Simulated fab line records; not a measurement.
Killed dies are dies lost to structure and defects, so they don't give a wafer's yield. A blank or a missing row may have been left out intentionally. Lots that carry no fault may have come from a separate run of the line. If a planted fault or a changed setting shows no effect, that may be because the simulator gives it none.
The same fault as seen by 2 desks | flow berkeley_cmos170 | each desk holds nothing but its own numbers, with what lay behind them at the end

== METROLOGY DESK ==
What the gauges read, lot by lot, whatever tool the lot ran on: means of the sampled wafers that have a number. Marked OUT: a lot whose mean sits more than 4 standard deviations from the usual mean, which makes it out of limits; the brackets give that distance.
Columns: A = cd_nm at UCB170_M2_CD_MEAS_15, usual 699.9 nm
lot  | first seen here | A
L679 | day 7 11:39     | 699.4
L678 | day 7 11:55     | 699.0
L680 | day 8 05:50     | 699.9
L682 | day 8 16:41     | 697.3
L684 | day 9 02:16     | 698.9
L685 | day 9 02:32     | 699.8
L687 | day 9 14:55     | 702.0
L688 | day 10 07:37    | 699.5
L690 | day 10 07:49    | 698.1
L693 | day 10 22:07    | 701.7
L695 | day 11 02:28    | 698.1
L694 | day 11 02:43    | 700.3
L698 | day 11 20:38    | 700.2
L700 | day 12 00:06    | 700.7
L701 | day 12 04:40    | 698.6
Result from this desk: across the 15 lots, nothing is out of limits.

== DESK OF THE TOOL OWNER: rie_diel-04 ==
The tool's own readings at UCB170_M1_ETCH_11 (etches BARC in N2/H2): means of the sampled wafers that have a number, for each lot that ran on this tool. Marked OUT: a lot whose mean sits more than 4 standard deviations from the usual mean, which makes it out of limits; the brackets give that distance.
Columns: A = chamber_pressure_mTorr at UCB170_M1_ETCH_11, usual 29.998 mTorr; B = drypump_motor_current_A at UCB170_M1_ETCH_11, usual 5.7 A; C = h2_flow_sccm at UCB170_M1_ETCH_11, usual 200.1 sccm; D = oes_product_au at UCB170_M1_ETCH_11, usual 1.007 a.u.; E = throttle_valve_pct at UCB170_M1_ETCH_11, usual 13.35 %
lot  | first seen here | A                        | B   | C     | D     | E
L679 | day 6 21:21     | 29.979                   | 5.2 | 200.0 | 1.019 | 13.46
L682 | day 8 04:17     | 29.973                   | 5.9 | 200.0 | 1.009 | 13.32
L688 | day 9 21:32     | 30.006                   | 4.9 | 199.9 | 0.974 | 13.34
L693 | day 10 11:28    | 29.992                   | 5.2 | 200.2 | 1.008 | 13.47
L695 | day 10 15:26    | 45.028 (+99 or more) OUT | 5.7 | 200.2 | 0.994 | 13.44
L694 | day 10 15:45    | 44.981 (+99 or more) OUT | 5.9 | 199.5 | 1.024 | 13.61
L698 | day 11 11:10    | 44.997 (+99 or more) OUT | 5.1 | 199.8 | 0.964 | 13.50
This desk's finding: out of limits on L694, L695, L698; first on L695, day 10 15:26 (chamber_pressure_mTorr at UCB170_M1_ETCH_11). L679, L682, L688, L693: within limits.

== TAKEN TOGETHER ==
At day 10 15:26, on L694, L695, L698, the tool owner's desk was in a position to raise an alarm.
Metrology desk: nothing out of limits seen.
The metrology desk has L694, L695, L698 on record, within its limits.
The lots listed all ran UCB170_M1_ETCH_11 on rie_diel-04.

== WHAT THE SIMULATOR PUT IN ==
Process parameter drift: rie_diel-04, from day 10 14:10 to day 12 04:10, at UCB170_M1_ETCH_11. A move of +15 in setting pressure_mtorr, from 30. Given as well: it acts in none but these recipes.
Shown lots that were struck: L694, L695, L698.
Delay in hours, fault start to first out-of-limits reading, by desk: the tool owner's desk at 1.
